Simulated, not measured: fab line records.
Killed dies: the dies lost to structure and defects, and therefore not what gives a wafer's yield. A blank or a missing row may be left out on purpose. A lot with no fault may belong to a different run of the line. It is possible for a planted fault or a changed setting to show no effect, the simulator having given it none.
A single fault, viewed from 2 desks | flow rit_cmos | each desk holds nothing but its own numbers, with what lay behind them at the end

## FROM THE METROLOGY DESK
What the gauges read for every lot (on any tool): the sampled wafers with a number, averaged. Any lot whose mean is over 4 standard deviations away from the usual mean is out of limits and marked OUT; that distance is given in the brackets.
Columns: A = NLDD_TW at RIT_NLDD_TW_MEAS_10, usual 2484; B = PLDD_OVL at RIT_PLDD_OVL_MEAS_06, usual -0.6 nm; C = PLDD_TW at RIT_PLDD_TW_MEAS_10, usual 2344
lot  | first seen here | A    | B    | C
L552 | day 3 05:18     | 2483 | 0.6  | 2351
L556 | day 4 01:17     | 2491 | -0.2 | 2343
L558 | day 4 12:04     | 2482 | -0.8 | 2337
L559 | day 4 17:07     | 2477 | 1.5  | 2343
L570 | day 6 22:29     | 2472 | -0.2 | 2349
L571 | day 7 03:02     | 2485 | -1.6 | 2351
Finding of this desk: none of the 6 lots has anything out of limits.

## DESK OF THE TOOL OWNER: plasma_asher-04
The tool's own readings at RIT_PLDD_STRIP_09 (strips in O2, time 180 s): means of the sampled wafers that have a number, for each lot that ran on this tool. Any lot whose mean is over 4 standard deviations away from the usual mean is out of limits and marked OUT; that distance is given in the brackets.
Columns: A = chamber_pressure_mTorr at RIT_PLDD_STRIP_09, usual 4000 mTorr; B = drypump_motor_current_A at RIT_PLDD_STRIP_09, usual 5.5 A
lot  | first seen here | A    | B
L556 | day 4 02:41     | 3997 | 5.5
This desk's finding: nothing out of limits on the one lot.

## PUT TOGETHER
The metrology desk saw nothing out of limits.
The tool owner's desk saw nothing out of limits.

## WHAT THE SIMULATOR HAD PUT IN
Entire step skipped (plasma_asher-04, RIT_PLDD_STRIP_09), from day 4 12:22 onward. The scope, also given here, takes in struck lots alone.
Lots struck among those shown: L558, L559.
